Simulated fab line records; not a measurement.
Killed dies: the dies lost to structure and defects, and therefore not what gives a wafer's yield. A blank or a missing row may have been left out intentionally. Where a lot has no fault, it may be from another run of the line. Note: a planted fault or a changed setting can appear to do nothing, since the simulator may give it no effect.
Struck lot and sound lot, side by side || flow rit-cmos || 10 out of 202 route steps
Sound: wafers L476.2, L476.3, L476.6. Wafers struck: L488.2, L488.5, L488.6. The cause is given at the end.
Per side, at each step with rows, come the tool, then ch with its chambers, and then its first start. Under that, the readings that differ: sound wafers || struck wafers || difference of the means || sigmas: that difference in standard deviations of wafers without a fault.
alike: words and numbers the same on both sides, and readings whose means are apart by under 2 such deviations; not compared: readings that were withheld, readings missing a value for some wafer, numbers with overlapping values and no deviation given by the record, and bounds like >300 which may hide the same value.
A row with sigmas, a row that says differs or no value, or rows on one side alone: a step with any of these is where the two part. When numbers do not overlap yet have no deviation, they are printed without sigmas and do not part them. Lack of a reading on every wafer of one side parts them only where that side has two or more wafers.

RIT_ACTIVE_BOW_MEAS_00:
  sound on film-metro-04 at day 1 10:01; struck on film-metro-03 at day 3 22:01
  alike: INCOMING_BOW
then, 1 step without rows for these wafers: RIT_ACTIVE_OXIDATION_01 (target thk 46.8 nm, ox time 3360 s).
RIT_ACTIVE_THK_MEAS_02:
  sound on film-metro-01 at day 1 13:30; struck on film-metro-01 at day 4 02:05
  alike: ACTIVE_OXIDE_THK
then, 1 step without rows for these wafers: RIT_ACTIVE_CVD_03 (deposits Si3N4 from SiH2Cl2/NH3, target thk 150 nm, time 1500 s).
RIT_ACTIVE_THK_MEAS_04:
  sound on film-metro-04 at day 1 14:59; struck on film-metro-01 at day 4 03:34
{"reading": "ACTIVE_NITRIDE_THK (nm)", "sound": "150.1 150.4 149.3", "struck": "152.2 153.3 153.4", "difference": "+3.0", "sigmas": "+2"}
then, 2 steps without rows for these wafers: RIT_ACTIVE_HMDS_05 (prime time 62.34 s); RIT_ACTIVE_COAT_06 (resist thk 1000 nm).
RIT_ACTIVE_SOFTBAKE_07: time 60 s.
  sound on litho-track-04 ch 0, day 1 15:21; struck on litho-track-04 ch 0, day 4 03:56
{"reading": "heater-power-total-W (W)", "sound": "34.44 34.58 34.69", "struck": "35.90 35.87 35.93", "difference": "+1.33", "sigmas": "+27"}
{"reading": "run-length-s (s)", "sound": "89.04 88.78 88.85", "struck": "81.74 81.74 81.53", "difference": -7.22, "sigmas": -42}
  alike: exhaust-pa, resist-line-temp-C
then, 1 step without rows for these wafers: RIT_ACTIVE_EXPOSE_08 (exposes mask M1, target cd 1400 nm).
-- the record jumps here: 2 days lie between the struck wafers' starts before and after (it left off in module ACTIVE and takes up again in module M1, whose first step shown is number 202 of the route) --
RIT_M1_PROBE_99:
  sound on prober-02 at day 3 09:37; struck on prober-02 at day 6 05:23
{"reading": "killed-at-contacts", "sound": "0 0 0", "struck": "0 2 0", "difference": "+1", "sigmas": "+2"}
  alike: killed-at-front-end, killed-dies, killed-open, killed-short

WHERE THEY PART
Earliest at RIT_ACTIVE_THK_MEAS_04; latest, in this record, at RIT_M1_PROBE_99.

WHY: the cause the simulator had injected
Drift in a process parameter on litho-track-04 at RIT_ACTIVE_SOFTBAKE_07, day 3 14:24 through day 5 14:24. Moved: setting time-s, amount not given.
